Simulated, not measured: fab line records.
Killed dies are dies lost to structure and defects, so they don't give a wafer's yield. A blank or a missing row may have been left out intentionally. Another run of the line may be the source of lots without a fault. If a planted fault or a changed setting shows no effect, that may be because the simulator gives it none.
Which tool is to blame? || flow berkeleyCmos170 || route of 331 steps, sampled at 1 step: 14 lots, 42 wafers

== WHAT THE GAUGES SHOWED, per wafer ==
The record holds no reading of a measuring or inspecting step that can be judged against a usual standard deviation.

== WHAT TOOL EACH LOT RAN ON (gives the tool, then ch and the chambers of the sampled wafers, and finally the start) ==
{"lot": "L111", "UCB170_WELLDRIVE_OXIDATION_01": "furnace-02 ch 0, day 4 03:27"}
{"lot": "L112", "UCB170_WELLDRIVE_OXIDATION_01": "furnace-02 ch 0, day 4 09:52"}
{"lot": "L114", "UCB170_WELLDRIVE_OXIDATION_01": "furnace-01 ch 0, day 4 18:22"}
{"lot": "L115", "UCB170_WELLDRIVE_OXIDATION_01": "furnace-01 ch 0, day 4 18:22"}
{"lot": "L118", "UCB170_WELLDRIVE_OXIDATION_01": "furnace-04 ch 0, day 5 08:53"}
{"lot": "L120", "UCB170_WELLDRIVE_OXIDATION_01": "furnace-01 ch 0, day 6 00:56"}
{"lot": "L121", "UCB170_WELLDRIVE_OXIDATION_01": "furnace-01 ch 0, day 6 00:56"}
{"lot": "L125", "UCB170_WELLDRIVE_OXIDATION_01": "furnace-02 ch 0, day 7 11:20"}
{"lot": "L126", "UCB170_WELLDRIVE_OXIDATION_01": "furnace-02 ch 0, day 7 11:20"}
{"lot": "L127", "UCB170_WELLDRIVE_OXIDATION_01": "furnace-02 ch 0, day 7 11:20"}
{"lot": "L129", "UCB170_WELLDRIVE_OXIDATION_01": "furnace-02 ch 0, day 8 08:13"}
{"lot": "L131", "UCB170_WELLDRIVE_OXIDATION_01": "furnace-04 ch 0, day 8 17:12"}
{"lot": "L132", "UCB170_WELLDRIVE_OXIDATION_01": "furnace-04 ch 0, day 8 17:12"}
{"lot": "L133", "UCB170_WELLDRIVE_OXIDATION_01": "furnace-01 ch 0, day 9 00:23"}
- UCB170_WELLDRIVE_OXIDATION_01: target thk 199 nm, ox time 9000 s.

== AS READ BY THE TOOLS THEMSELVES (means over the sampled wafers that have a number; for cases with no such wafer, the mark the record gives instead) ==
UCB170_WELLDRIVE_OXIDATION_01.
{"lot": "L111", "tool": "furnace-02", "spikeTcCentreC (C)": 1103.5, "spikeTcLoadC (C)": 1128.4, "spikeTcSourceC (C)": 1123.5, "tubeCenterTempC (C)": 1099.9, "tube_center_temp_C_max": 1103.3, "zonePowerCentrePct (%)": 50.5}
{"lot": "L112", "tool": "furnace-02", "spikeTcCentreC (C)": 1103.5, "spikeTcLoadC (C)": 1128.8, "spikeTcSourceC (C)": 1124.9, "tubeCenterTempC (C)": 1100.0, "tube_center_temp_C_max": 1103.0, "zonePowerCentrePct (%)": 50.2}
{"lot": "L114", "tool": "furnace-01", "spikeTcCentreC (C)": 1099.8, "spikeTcLoadC (C)": 1127.6, "spikeTcSourceC (C)": 1127.8, "tubeCenterTempC (C)": 1100.0, "tube_center_temp_C_max": 1103.1, "zonePowerCentrePct (%)": 54.9}
{"lot": "L115", "tool": "furnace-01", "spikeTcCentreC (C)": 1101.0, "spikeTcLoadC (C)": 1126.5, "spikeTcSourceC (C)": 1126.8, "tubeCenterTempC (C)": 1099.9, "tube_center_temp_C_max": 1103.5, "zonePowerCentrePct (%)": 55.0}
{"lot": "L118", "tool": "furnace-04", "spikeTcCentreC (C)": 1102.3, "spikeTcLoadC (C)": 1124.8, "spikeTcSourceC (C)": 1127.5, "tubeCenterTempC (C)": 1100.0, "tube_center_temp_C_max": 1102.9, "zonePowerCentrePct (%)": 54.3}
{"lot": "L120", "tool": "furnace-01", "spikeTcCentreC (C)": 1111.5, "spikeTcLoadC (C)": 1138.7, "spikeTcSourceC (C)": 1138.5, "tubeCenterTempC (C)": 1111.5, "tube_center_temp_C_max": 1114.0, "zonePowerCentrePct (%)": 56.1}
{"lot": "L121", "tool": "furnace-01", "spikeTcCentreC (C)": 1111.7, "spikeTcLoadC (C)": 1139.8, "spikeTcSourceC (C)": 1138.4, "tubeCenterTempC (C)": 1111.4, "tube_center_temp_C_max": 1114.4, "zonePowerCentrePct (%)": 55.1}
{"lot": "L125", "tool": "furnace-02", "spikeTcCentreC (C)": 1103.4, "spikeTcLoadC (C)": 1129.7, "spikeTcSourceC (C)": 1124.7, "tubeCenterTempC (C)": 1100.0, "tube_center_temp_C_max": 1102.7, "zonePowerCentrePct (%)": 50.6}
{"lot": "L126", "tool": "furnace-02", "spikeTcCentreC (C)": 1103.8, "spikeTcLoadC (C)": 1128.9, "spikeTcSourceC (C)": 1124.4, "tubeCenterTempC (C)": 1100.0, "tube_center_temp_C_max": 1102.6, "zonePowerCentrePct (%)": 50.9}
{"lot": "L127", "tool": "furnace-02", "spikeTcCentreC (C)": 1103.9, "spikeTcLoadC (C)": 1128.8, "spikeTcSourceC (C)": 1124.0, "tubeCenterTempC (C)": 1099.9, "tube_center_temp_C_max": 1102.8, "zonePowerCentrePct (%)": 49.9}
{"lot": "L129", "tool": "furnace-02", "spikeTcCentreC (C)": 1103.7, "spikeTcLoadC (C)": 1129.6, "spikeTcSourceC (C)": 1124.0, "tubeCenterTempC (C)": 1100.0, "tube_center_temp_C_max": 1102.7, "zonePowerCentrePct (%)": 50.3}
{"lot": "L131", "tool": "furnace-04", "spikeTcCentreC (C)": 1102.3, "spikeTcLoadC (C)": 1123.8, "spikeTcSourceC (C)": 1127.4, "tubeCenterTempC (C)": 1100.1, "tube_center_temp_C_max": 1102.8, "zonePowerCentrePct (%)": 54.0}
{"lot": "L132", "tool": "furnace-04", "spikeTcCentreC (C)": 1102.2, "spikeTcLoadC (C)": 1123.8, "spikeTcSourceC (C)": 1127.6, "tubeCenterTempC (C)": 1100.0, "tube_center_temp_C_max": 1103.0, "zonePowerCentrePct (%)": 54.1}
{"lot": "L133", "tool": "furnace-01", "spikeTcCentreC (C)": 1101.0, "spikeTcLoadC (C)": 1127.4, "spikeTcSourceC (C)": 1127.4, "tubeCenterTempC (C)": 1099.9, "tube_center_temp_C_max": 1102.9, "zonePowerCentrePct (%)": 55.6}

== THE ANSWER, worked out from the rows above alone ==
Rule: the usual values come from the lots themselves. Put in order of their means at a reading, lots are off if they are a third of the lots or fewer, leave a main group of 4 or more, and stand apart from it by a gap of 3 or more times the standard deviation of the main group's means; of several such gaps the widest counts. Not used: any main group whose means are identical at the precision the tables above print for the reading. A lot without any number at a reading at which 4 lots or more have one is off too. The other lots that the step has rows for count as sound. First the gauges in route order, then the tools' own readings, where a lot's mean is used as printed above. The first step at which some lot is off is used, and at that step the reading that is off furthest; a lot without a number counts as furthest.
Off: L120, L121 (UCB170_WELLDRIVE_OXIDATION_01, tubeCenterTempC). For the main group the mean is 1100.0 C and the standard deviation 0.06.
If a tool, at that step or one of the process steps before it, ran each lot that is off and ran no sound lot following the first of them, it fits. Of those tried, none fits.

== WHAT WAS PUT IN BY THE SIMULATOR ==
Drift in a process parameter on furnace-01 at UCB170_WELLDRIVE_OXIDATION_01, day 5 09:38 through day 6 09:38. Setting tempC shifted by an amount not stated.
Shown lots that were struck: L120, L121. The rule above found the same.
